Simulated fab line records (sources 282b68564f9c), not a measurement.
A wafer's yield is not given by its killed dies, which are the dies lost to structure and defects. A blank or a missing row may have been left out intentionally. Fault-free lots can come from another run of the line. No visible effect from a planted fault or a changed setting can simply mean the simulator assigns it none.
Struck lot and sound lot, side by side / flow rit cmos / 3 steps out of a route of 202
Sound: wafers L175.3, L175.5, L175.6. Struck: wafers L177.3, L177.5, L177.6. The cause is named last.
At each step with rows: each side's tool, then ch and its chambers, then its first start. Under that, the readings that differ: sound wafers / struck wafers / difference of the means / sigmas: that difference in standard deviations of wafers without a fault.
alike: readings with means less than 2 such deviations apart, plus words and numbers identical on both sides. not compared: withheld readings, readings lacking a value on some wafer, bounds such as >300 that could conceal the same value, and numbers that have no deviation in the record and whose values overlap.
Wherever a step has rows on one side only, a row that says differs or no value, or a row with sigmas, the two part there. Non-overlapping numbers with no deviation appear without sigmas and do not part them. Lack of a reading on every wafer of one side parts them only where that side has two or more wafers.

RIT_ACTIVE_BOW_MEAS_00:
  sound: film metro-02 at day 2 11:02; struck: film metro-03 at day 2 21:02
  alike: INCOMING_BOW
RIT_ACTIVE_OXIDATION_01: target thk 46.8 nm, ox time 3360 s.
  sound on furnace-04 ch 0, day 2 11:07; struck on furnace-04, day 2 21:07
  no value came back on the struck wafers for ox temp c (C), ox temp c max; on the sound wafers ox temp c (C) reads 1002.8 1002.8 1002.4
then, 1 step without rows for these wafers: RIT_ACTIVE_CVD_03 (deposits Si3N4 from SiH2Cl2/NH3, target thk 150 nm, time 1500 s).

== WHERE THEY PART ==
Only at RIT_ACTIVE_OXIDATION_01, within this record.

WHY: what the simulator had put in
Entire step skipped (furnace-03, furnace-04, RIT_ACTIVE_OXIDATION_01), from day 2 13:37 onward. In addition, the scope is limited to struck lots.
